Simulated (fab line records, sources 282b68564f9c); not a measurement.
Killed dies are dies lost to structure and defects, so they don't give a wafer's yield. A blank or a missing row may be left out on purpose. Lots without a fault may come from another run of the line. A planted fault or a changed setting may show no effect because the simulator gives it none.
Split-lot experiment | flow rit_cmos | 5 lots, 23 wafers read, on a route of 202 steps

THE SPLIT
At RIT_M1_COAT_04 (resist thk 1300 nm), the setting resist_thk_nm was moved away from the recipe's 1300 nm on 11 of the 23 wafers read, by -4.2% to +5.0%. The other wafers ran this setting at the recipe's value.

FROM THE SPLIT TO THE READING: what the file shows between them, 4 steps
- RIT_M1_SOFTBAKE_05: time 60 s
- RIT_M1_EXPOSE_06: exposes mask M12, target cd 2600 nm
- RIT_M1_PEB_07
- RIT_M1_DEVELOP_08: develop time 68 s

THE READING
cd_nm, in nm, at RIT_M1_CD_MEAS_09 (target cd 2600 nm). Fault-free wafers of this fab line usually give 2599.2 nm, standard deviation 2.2 nm.

wafer  | tool, chamber at the split | resist_thk_nm as run, nm | against the recipe | cd_nm, nm | against lot-mates on the recipe
L074.1 | litho_track-03, 0          | 1300                     | recipe             | 2598.6    | -
L074.2 | litho_track-03, 0          | 1300                     | recipe             | 2602.4    | -
L074.3 | litho_track-03, 0          | 1365                     | +5.0%              | 2605.6    | +5.1
L074.4 | litho_track-03, 0          | 1365                     | +5.0%              | 2605.1    | +4.6
L074.6 | litho_track-03, 0          | 1365                     | +5.0%              | 2606.9    | +6.4
L076.2 | litho_track-03, 0          | 1300                     | recipe             | 2597.0    | -
L076.4 | litho_track-03, 0          | 1300                     | recipe             | 2597.4    | -
L076.6 | litho_track-03, 0          | 1300                     | recipe             | 2597.9    | -
L078.1 | litho_track-02, 0          | 1253                     | -3.6%              | 2596.0    | -2.7
L078.2 | litho_track-02, 0          | 1253                     | -3.6%              | 2596.0    | -2.7
L078.3 | litho_track-02, 0          | 1253                     | -3.6%              | 2593.9    | -4.8
L078.4 | litho_track-02, 0          | 1300                     | recipe             | 2598.3    | -
L078.5 | litho_track-02, 0          | 1300                     | recipe             | 2599.0    | -
L079.1 | litho_track-02, 0          | 1246                     | -4.2%              | 2591.1    | -5.3
L079.2 | litho_track-02, 0          | 1246                     | -4.2%              | 2592.6    | -3.8
L079.4 | litho_track-02, 0          | 1300                     | recipe             | 2594.6    | -
L079.5 | litho_track-02, 0          | 1300                     | recipe             | 2598.2    | -
L079.6 | litho_track-02, 0          | 1246                     | -4.2%              | 2591.3    | -5.1
L083.1 | litho_track-01, 0          | 1275                     | -1.9%              | 2594.7    | -1.7
L083.2 | litho_track-01, 0          | 1275                     | -1.9%              | 2595.6    | -0.8
L083.3 | litho_track-01, 0          | 1300                     | recipe             | 2596.9    | -
L083.4 | litho_track-01, 0          | 1300                     | recipe             | 2595.1    | -
L083.5 | litho_track-01, 0          | 1300                     | recipe             | 2597.3    | -

THE FIT
A straight line over all 23 wafers: cd_nm changes by +1.38 nm for each +1% of resist_thk_nm; r = +0.91; the points scatter about the line by 1.8 nm.
The same after taking each lot's own level away (the mean of its wafers on the recipe; 23 wafers): +1.05 nm for each +1%; r = +0.94; scatter 1.1 nm.
On that fit, the largest move of resist_thk_nm shifts the reading by 5.2 nm.
The lots' own levels span 2596.40 to 2600.50 nm, that is 1.9 times the standard deviation above.
So the lot-to-lot level changes the slope: the two fits differ.
Check: with one of the wafers moved furthest among these (+5.0%) left out of the fit, the line predicts +5.4 nm for it against its lot-mates. It came out at +5.1 nm against them.

OTHER SPLITS ON THESE WAFERS
These wafers also went through other splits before the reading. Each is held against what the fit with the lots' levels taken away leaves over:
other split on the same wafers   | wafers away from the commonest value | r with cd_nm (lot level and that fit taken away)
RIT_PLDD_IMPLANT_08 tilt_deg     | 8                                    | +0.19
RIT_SPACER_CVD_03 pressure_mtorr | 18                                   | -0.06
RIT_PSD_IMPLANT_08 energy_kev    | 10                                   | -0.08
RIT_SDANNEAL_CLEAN_00 time_s     | 15                                   | -0.08
RIT_CONTACT_CVD_00 time_s        | 8                                    | +0.01
RIT_CONTACT_ETCH_11 rf_w         | 5                                    | +0.04

THE WHOLE CHAIN: every reading that the file lists as answering this split, in the file's order
step               | what it does       | reading                                                                       | change (the file's fit)              | r (the file's)
RIT_M1_COAT_04     | resist thk 1300 nm | NOVOLAK_of_M1_COAT_04.thk_nm (the simulator's own value, which no gauge read) | +12.6 nm for each +1% of the setting | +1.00
RIT_M1_CD_MEAS_09  | target cd 2600 nm  | cd_nm                                                                         | +1.03 nm for each +1% of the setting | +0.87
RIT_M1_HARDBAKE_11 | time 120 s         | NOVOLAK_of_M1_COAT_04.thk_nm (the simulator's own value, which no gauge read) | +10.9 nm for each +1% of the setting | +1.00

THE FILE'S OWN FIT
cd_nm changes by +1.03 nm for each +1% of resist_thk_nm, r = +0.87.
